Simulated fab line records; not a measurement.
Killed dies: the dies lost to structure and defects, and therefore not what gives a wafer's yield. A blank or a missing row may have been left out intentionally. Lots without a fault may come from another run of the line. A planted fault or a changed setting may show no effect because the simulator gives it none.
Comparing a struck lot with a sound one    flow berkeley cmos170    23 steps out of a route of 331
Sound: these wafers, L558.2, L558.4, L558.5. Struck: wafers L563.2, L563.4, L563.5. The cause comes at the end.
At each step with rows: each side's tool, then ch and its chambers, then its first start. Under that, the readings that differ: sound wafers    struck wafers    difference of the means    sigmas: that difference in standard deviations of wafers without a fault.
alike: same words and numbers on both sides, and readings whose means sit less than 2 such deviations apart. not compared: any withheld reading, any reading some wafer has no value for, any bound like >300 that may hide the same value, and any number with overlapping values for which the record gives no deviation.
Wherever a step has rows on one side only, a row that says differs or no value, or a row with sigmas, the two part there. Non-overlapping numbers with no deviation appear without sigmas and do not part them. Lack of a reading on every wafer of one side parts them only where that side has two or more wafers.

UCB170_V2_STRIP_15: strips in O2.
  sound on plasma asher-01 ch 0,1, day 8 15:31; struck on plasma asher-03 ch 0, day 9 00:17
  alike: drypump motor current A, oes product au, strip time to endpoint s
  not compared: rf hours counter h
UCB170_V2_CD_MEAS_90: target cd 700 nm.
  sound on cd sem-01 at day 8 15:44; struck on cd sem-02 at day 9 00:24
  alike: cd nm
then, 1 step without rows for these wafers: UCB170_M3_PRE_CLEAN_00 (preclean etch time 60 s).
UCB170_M3_SPUTTER_01: material Al, target thk 900 nm, time 120 s.
  sound on pvd sputter-01 at day 8 15:55; struck on pvd sputter-02 at day 9 00:34
  alike: throttle valve pct
UCB170_M3_RS_MEAS_02: measures by four-point-probe.
  sound on film metro-02 at day 8 16:01; struck on film metro-02 at day 9 00:40
  alike: M3_AL_RS
UCB170_M3_THK_MEAS_03: measures by xrf.
  sound on film metro-02 at day 8 16:07; struck on film metro-02 at day 9 00:47
  alike: M3_AL_THK
then, 3 steps without rows for these wafers: UCB170_M3_HMDS_04 (prime time 60 s); UCB170_M3_COAT_05 (resist thk 900 nm); UCB170_M3_SOFTBAKE_06 (time 60 s).
UCB170_M3_STRIP_07: strips in O2.
  sound on plasma asher-03 ch 0,1, day 8 17:24; struck on plasma asher-04 ch 0,1, day 9 01:17
  alike: drypump motor current A, oes product au, strip time to endpoint s
  not compared: rf hours counter h
then, 2 steps without rows for these wafers: UCB170_M3_STRIP_08 (strips KrF in DMSO, time 600 s); UCB170_M3_COAT_09.
UCB170_M3_COAT_10: resist thk 900 nm.
  sound on litho track-04 ch 0, day 8 18:00; struck on litho track-04 ch 0, day 9 01:00
reading                              sound                 struck                difference  sigmas
spin speed rpm (rpm)                 1499.7 1501.1 1499.1  1384.1 1382.9 1383.2  -116.6      -99 or more
model.KrF_of_M3_COAT_10.thk nm (nm)  900.8 901.1 904.2     940 939 935.6         +36         
then, 2 steps without rows for these wafers: UCB170_M3_SOFTBAKE_11 (time 60 s); UCB170_M3_EXPOSE_12 (exposes mask METAL3, target cd 700 nm).
UCB170_M3_PEB_13:
  sound on litho track-04 ch 0, day 8 19:38; struck on litho track-03 ch 0, day 9 02:29
  alike: plate sensor t centre C, plate sensor t edge C
then, 1 step without rows for these wafers: UCB170_M3_DEVELOP_14 (develop time 45 s).
UCB170_M3_CD_MEAS_15: target cd 700 nm.
  sound on cd sem-02 at day 8 19:55; struck on cd sem-01 at day 9 02:46
  alike: cd nm
UCB170_M3_OVL_MEAS_16:
  sound on overlay-01 at day 8 20:01; struck on overlay-01 at day 9 02:52
  alike: M3_OVL
UCB170_M3_ETCH_17: etches BARC in N2/H2.
  sound on rie diel-01 ch 1,2,3, day 8 20:03; struck on rie diel-03 ch 0,2,3, day 9 02:53
  alike: drypump motor current A, oes product au, rf fwd power W, throttle valve pct
UCB170_M3_METAL_ETCH_18: etches Al in Cl2/BCl3, stops on SiO2, target depth 1170 nm, time 195 s.
  sound on rie metal-04 ch 0,1, day 8 20:05; struck on rie metal-03 ch 1, day 9 02:56
reading                 sound              struck             difference  sigmas
throttle valve pct (%)  24.37 24.37 24.27  24.59 24.61 24.61  +0.27       +3
  alike: drypump motor current A, he backside leak sccm, oes product au, rf fwd power W
  not compared: rf hours counter h, model.KrF_of_M3_COAT_10.thk nm
then, 1 step without rows for these wafers: UCB170_M3_STRIP_19 (strips in O2).
UCB170_M3_PROBE_99:
  sound wafers here have rows in the record (prober-02, day 8 20:40); struck ones have none

## WHERE THEY PART
At UCB170_M3_COAT_10 first; at UCB170_M3_PROBE_99 last (within this record only).

WHY: what the simulator had put in
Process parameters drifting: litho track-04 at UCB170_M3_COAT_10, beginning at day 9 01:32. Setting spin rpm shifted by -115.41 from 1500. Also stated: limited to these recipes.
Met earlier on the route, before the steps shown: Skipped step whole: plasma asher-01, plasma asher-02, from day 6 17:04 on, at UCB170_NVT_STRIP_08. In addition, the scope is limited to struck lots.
